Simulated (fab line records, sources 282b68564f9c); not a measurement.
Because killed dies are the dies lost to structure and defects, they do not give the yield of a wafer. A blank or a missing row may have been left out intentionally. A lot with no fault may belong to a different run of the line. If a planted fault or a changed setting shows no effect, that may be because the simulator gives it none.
Shared-tool check ; flow rit_cmos ; Sample size 14 lots and 42 wafers

WHY THIS WAS OPENED
RIT_ACTIVE_THK_MEAS_04, reading ACTIVE_NITRIDE_THK: flagged on 2 of 14 lots. Wafers without a fault read 149.6 nm, standard deviation 1.3.
Rule: a lot gets a flag if all its wafers with a number sit over 4 standard deviations from that mean, or if no wafer of it has a number. The rest of the lots are taken to be sound.

lot;measured;on;ACTIVE_NITRIDE_THK (nm), wafer by wafer;flag
L196;day 1 13:32;film_metro-03;148.4 148.0 147.4;
L197;day 1 18:58;film_metro-02;150.1 151.3 150.6;
L199;day 2 04:32;film_metro-02;149.0 149.6 148.4;
L201;day 2 15:22;film_metro-01;149.2 149.9 148.6;
L202;day 2 21:55;film_metro-03;148.8 148.9 149.1;
L204;day 3 06:15;film_metro-03;151.3 150.9 150.7;
L206;day 3 15:50;film_metro-03;148.3 148.6 149.9;
L207;day 3 22:49;film_metro-02;299.3 298.7 297.5;FLAGGED
L208;day 4 04:32;film_metro-02;300.2 301.6 300.4;FLAGGED
L209;day 4 06:44;film_metro-02;151.5 149.3 150.0;
L213;day 5 02:34;film_metro-03;148.6 149.1 147.3;
L214;day 5 10:11;film_metro-03;147.5 147.8 149.4;
L215;day 5 13:37;film_metro-03;151.9 151.8 152.0;
L218;day 6 05:22;film_metro-02;151.7 152.1 151.8;
Flagged lots average 299.6 nm: +150.0 nm relative to the usual, that is +99 or more standard deviations.

EACH LOT AND THE TOOL IT RAN ON
The record holds 1 process step before the reading, out of a route of 202 steps. In each cell: the tool, then ch and the chambers that the sampled wafers went through, then the start.
lot;flag;RIT_ACTIVE_CVD_03
L196;;lpcvd-02 ch 0, day 1 12:07
L197;;lpcvd-01 ch 1, day 1 17:31
L199;;lpcvd-01 ch 0, day 2 03:07
L201;;lpcvd-01 ch 1, day 2 13:56
L202;;lpcvd-01 ch 0, day 2 20:29
L204;;lpcvd-02 ch 0, day 3 04:49
L206;;lpcvd-01 ch 1, day 3 14:23
L207;FLAGGED;lpcvd-02 ch 1, day 3 19:49
L208;FLAGGED;lpcvd-02 ch 1, day 4 00:07
L209;;lpcvd-02 ch 0, day 4 05:19
L213;;lpcvd-02 ch 1, day 5 01:08
L214;;lpcvd-02 ch 0, day 5 08:46
L215;;lpcvd-02 ch 1, day 5 12:13
L218;;lpcvd-02 ch 0, day 6 03:55
These steps, and what they do:
- RIT_ACTIVE_CVD_03: deposits Si3N4 from SiH2Cl2/NH3, target thk 150 nm, time 1500 s.
- RIT_ACTIVE_THK_MEAS_04

FLAGGED AGAINST TOTAL, ONE TOOL AT A TIME (gauges that did the reading follow at the end)
step;tool;lots run;flagged;share of the flagged lots;sound lots run after its first flagged lot
RIT_ACTIVE_CVD_03;lpcvd-01;5;0;none;-
RIT_ACTIVE_CVD_03;lpcvd-02;9;2;all;5 (L209,L213,L214,L215,L218)
RIT_ACTIVE_THK_MEAS_04;film_metro-01;1;0;none;-
RIT_ACTIVE_THK_MEAS_04;film_metro-02;6;2;all;2 (L209,L218)
RIT_ACTIVE_THK_MEAS_04;film_metro-03;7;0;none;-

WHAT THE TABLE ALLOWS
Rows of the table that ran all the flagged lots, 2 in number: lpcvd-02 at RIT_ACTIVE_CVD_03; film_metro-02 at RIT_ACTIVE_THK_MEAS_04.
- lpcvd-02 at RIT_ACTIVE_CVD_03 ran 9 lots, 2 of them flagged. Sound lots ran on it after the first flagged one (L209, L213, L214, L215, L218), which a lasting fault on the whole tool wouldn't allow.
- film_metro-02 at RIT_ACTIVE_THK_MEAS_04 ran 6 lots, 2 of them flagged. Sound lots ran on it after the first flagged one (L209, L218), which a lasting fault on the whole tool wouldn't allow.
None of the table's rows ran every flagged lot and, after the first, no sound lot.

WHAT HAD BEEN PUT IN BY THE SIMULATOR
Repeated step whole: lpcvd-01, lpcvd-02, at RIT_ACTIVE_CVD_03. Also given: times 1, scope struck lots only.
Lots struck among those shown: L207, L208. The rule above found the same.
